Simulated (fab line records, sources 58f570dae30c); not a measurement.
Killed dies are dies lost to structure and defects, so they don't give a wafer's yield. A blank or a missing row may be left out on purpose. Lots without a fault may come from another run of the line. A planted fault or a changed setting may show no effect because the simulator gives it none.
Which tool did it? | flow berkeley_cmos170 | 14 lots, 42 wafers sampled, at 4 steps of a route of 331

WHAT THE GAUGES READ, wafer by wafer
UCB170_FIELD_THK_MEAS_90. Usual: FIELD_OXIDE_LEFT_1_THK 449 nm, standard deviation 10.
lot  | measured     | on            | FIELD_OXIDE_LEFT_1_THK (nm) | flag
L310 | day 5 20:58  | film_metro-04 | 464 472 465                 |
L308 | day 5 20:58  | film_metro-03 | 443 439 433                 |
L311 | day 5 21:02  | film_metro-03 | 467 461 458                 |
L312 | day 6 10:48  | film_metro-03 | 438 450 455                 |
L313 | day 6 10:48  | film_metro-04 | 454 444 453                 |
L318 | day 7 16:32  | film_metro-03 | 460 451 461                 |
L319 | day 7 16:36  | film_metro-03 | 457 447 456                 |
L321 | day 8 09:46  | film_metro-02 | 437 434 439                 |
L323 | day 8 09:49  | film_metro-04 | 435 427 430                 |
L320 | day 8 09:49  | film_metro-02 | 446 442 452                 |
L325 | day 9 15:35  | film_metro-02 | 437 444 446                 |
L326 | day 9 15:35  | film_metro-03 | 448 452 438                 |
L329 | day 10 03:45 | film_metro-02 | 452 451 458                 |
L331 | day 10 10:34 | film_metro-03 | 459 462 451                 |

UCB170_M1_RS_MEAS_01: measures by four-point-probe. Usual: M1_AL_RS 0.0483 ohm/sq, standard deviation 0.00052.
lot  | measured     | on            | M1_AL_RS (ohm/sq)                         | flag
L310 | day 8 19:14  | film_metro-02 | 0.0493 0.0493 0.0493                      |
L308 | day 8 17:01  | film_metro-01 | 0.0491 0.0488 0.0487                      |
L311 | day 8 16:30  | film_metro-04 | 0.0474 0.0475 0.0477                      |
L312 | day 8 21:43  | film_metro-02 | 0.0482 0.0488 0.0482                      |
L313 | day 8 20:19  | film_metro-02 | 0.0478 0.0476 0.0475                      |
L318 | day 10 12:52 | film_metro-01 | 0.0481 0.0479 0.0482                      |
L319 | day 10 05:52 | film_metro-01 | 0.0486 0.0486 0.0491                      |
L321 | day 10 23:17 | film_metro-04 | 0.0237 0.0238 0.0238 0.0237 0.0237 0.0238 | OFF
L323 | day 10 23:38 | film_metro-04 | 0.0489 0.0492 0.0493                      |
L320 | day 10 20:22 | film_metro-04 | 0.0482 0.0482 0.0483                      |
L325 | day 12 00:15 | film_metro-01 | 0.0484 0.0480 0.0482                      |
L326 | day 12 02:42 | film_metro-02 | 0.0240 0.0241 0.0242 0.0240 0.0241 0.0242 | OFF
L329 | day 12 09:54 | film_metro-01 | 0.0482 0.0481 0.0481                      |
L331 | day 12 19:46 | film_metro-01 | 0.0479 0.0478 0.0479                      |

WHICH TOOL RAN EACH LOT (tool, then ch and the chambers of the sampled wafers, then the start)
lot  | UCB170_CONTACT_STRIP_06              | UCB170_M1_SPUTTER_00
L310 | plasma_asher-04 ch 0,1, day 8 15:56  | pvd_sputter-02, day 8 19:10
L308 | plasma_asher-03 ch 0,1, day 8 14:28  | pvd_sputter-02, day 8 16:55
L311 | plasma_asher-04 ch 0,1, day 8 14:10  | pvd_sputter-04, day 8 16:24
L312 | plasma_asher-03 ch 0,1, day 8 19:37  | pvd_sputter-03, day 8 21:39
L313 | plasma_asher-03 ch 0,1, day 8 18:22  | pvd_sputter-04, day 8 20:16
L318 | plasma_asher-01 ch 0,1, day 10 07:28 | pvd_sputter-04, day 10 12:46
L319 | plasma_asher-01 ch 0,1, day 10 02:19 | pvd_sputter-02, day 10 05:46
L321 | plasma_asher-04 ch 0,1, day 10 20:37 | pvd_sputter-03, day 10 22:57
L323 | plasma_asher-03 ch 0,1, day 10 21:02 | pvd_sputter-02, day 10 23:35
L320 | plasma_asher-03 ch 0,1, day 10 18:21 | pvd_sputter-02, day 10 20:17
L325 | plasma_asher-01 ch 0,1, day 11 21:50 | pvd_sputter-02, day 12 00:09
L326 | plasma_asher-04 ch 0,1, day 11 23:44 | pvd_sputter-04, day 12 02:21
L329 | plasma_asher-04 ch 0,1, day 12 07:56 | pvd_sputter-03, day 12 09:50
L331 | plasma_asher-01 ch 0,1, day 12 15:23 | pvd_sputter-02, day 12 19:41
- UCB170_CONTACT_STRIP_06: strips in O2.
- UCB170_M1_SPUTTER_00: material Al, target thk 600 nm, time 80 s.

WHAT THE TOOLS THEMSELVES READ (means of the sampled wafers that have a number; where no wafer has one, the mark that the record gives instead)
UCB170_CONTACT_STRIP_06. Usual: chamber_pressure_mTorr 3500 mTorr, standard deviation 3.4; drypump_motor_current_A 5.6 A, standard deviation 0.65; o2_flow_sccm 399.8 sccm, standard deviation 1.2; oes_product_au 0.736 a.u., standard deviation 0.0045; strip_time_to_endpoint_s 21.93 s, standard deviation 0.066.
lot  | tool            | chamber_pressure_mTorr (mTorr) | drypump_motor_current_A (A) | o2_flow_sccm (sccm) | oes_product_au (a.u.) | strip_time_to_endpoint_s (s) | flag
L310 | plasma_asher-04 | 3502                           | 5.6                         | 398.6               | 0.737                 | 22.00                        |
L308 | plasma_asher-03 | 3501                           | 5.2                         | 399.7               | 0.731                 | 21.90                        |
L311 | plasma_asher-04 | 3500                           | 5.6                         | 400.8               | 0.737                 | 21.88                        |
L312 | plasma_asher-03 | 3501                           | 5.6                         | 399.8               | 0.734                 | 22.08                        |
L313 | plasma_asher-03 | 3498                           | 5.6                         | 400.7               | 0.736                 | 21.90                        |
L318 | plasma_asher-01 | 3502                           | 5.9                         | 398.9               | 0.738                 | 21.95                        |
L319 | plasma_asher-01 | 3495                           | 6.2                         | 400.1               | 0.731                 | 21.85                        |
L321 | plasma_asher-04 | 3501                           | 5.6                         | 398.6               | 0.735                 | 21.92                        |
L323 | plasma_asher-03 | 3498                           | 5.2                         | 399.9               | 0.739                 | 21.87                        |
L320 | plasma_asher-03 | 3499                           | 5.6                         | 398.0               | 0.736                 | 21.89                        |
L325 | plasma_asher-01 | 3500                           | 5.8                         | 399.5               | 0.732                 | 21.92                        |
L326 | plasma_asher-04 | 3502                           | 5.5                         | 398.9               | 0.733                 | 21.87                        |
L329 | plasma_asher-04 | 3500                           | 5.2                         | 399.4               | 0.740                 | 21.91                        |
L331 | plasma_asher-01 | 3499                           | 6.2                         | 399.6               | 0.734                 | 21.98                        |

UCB170_M1_SPUTTER_00. Usual: throttle_valve_pct 29.9 %, standard deviation 0.88.
lot  | tool           | throttle_valve_pct (%) | flag
L310 | pvd_sputter-02 | 30.2                   |
L308 | pvd_sputter-02 | 30.4                   |
L311 | pvd_sputter-04 | 28.9                   |
L312 | pvd_sputter-03 | 30.9                   |
L313 | pvd_sputter-04 | 29.2                   |
L318 | pvd_sputter-04 | 29.2                   |
L319 | pvd_sputter-02 | 30.0                   |
L321 | pvd_sputter-03 | 30.6                   |
L323 | pvd_sputter-02 | 30.0                   |
L320 | pvd_sputter-02 | 29.7                   |
L325 | pvd_sputter-02 | 29.7                   |
L326 | pvd_sputter-04 | 29.3                   |
L329 | pvd_sputter-03 | 31.5                   |
L331 | pvd_sputter-02 | 29.3                   |

THE ANSWER, worked out from the rows above alone
Rule: a lot is off if the mean of its wafers that have a number lies more than 3 standard deviations from the usual mean. A lot without any number at a reading at which 4 lots or more have one is off too. The other lots that the step has rows for count as sound. The gauges are gone through in route order, then the tools' own readings, and for those a lot's mean is taken as printed above. The first step at which some lot is off is used, and at that step the reading that is off furthest; a lot without a number counts as furthest.
Off: L321, L326, at UCB170_M1_RS_MEAS_01 (M1_AL_RS).
A tool fits if, at a process step before that reading, it ran every lot that is off, and no sound lot after the first of them. The gauges at UCB170_M1_RS_MEAS_01 are tried like those tools. None of those tried fits.

WHAT THE SIMULATOR HAD PUT IN
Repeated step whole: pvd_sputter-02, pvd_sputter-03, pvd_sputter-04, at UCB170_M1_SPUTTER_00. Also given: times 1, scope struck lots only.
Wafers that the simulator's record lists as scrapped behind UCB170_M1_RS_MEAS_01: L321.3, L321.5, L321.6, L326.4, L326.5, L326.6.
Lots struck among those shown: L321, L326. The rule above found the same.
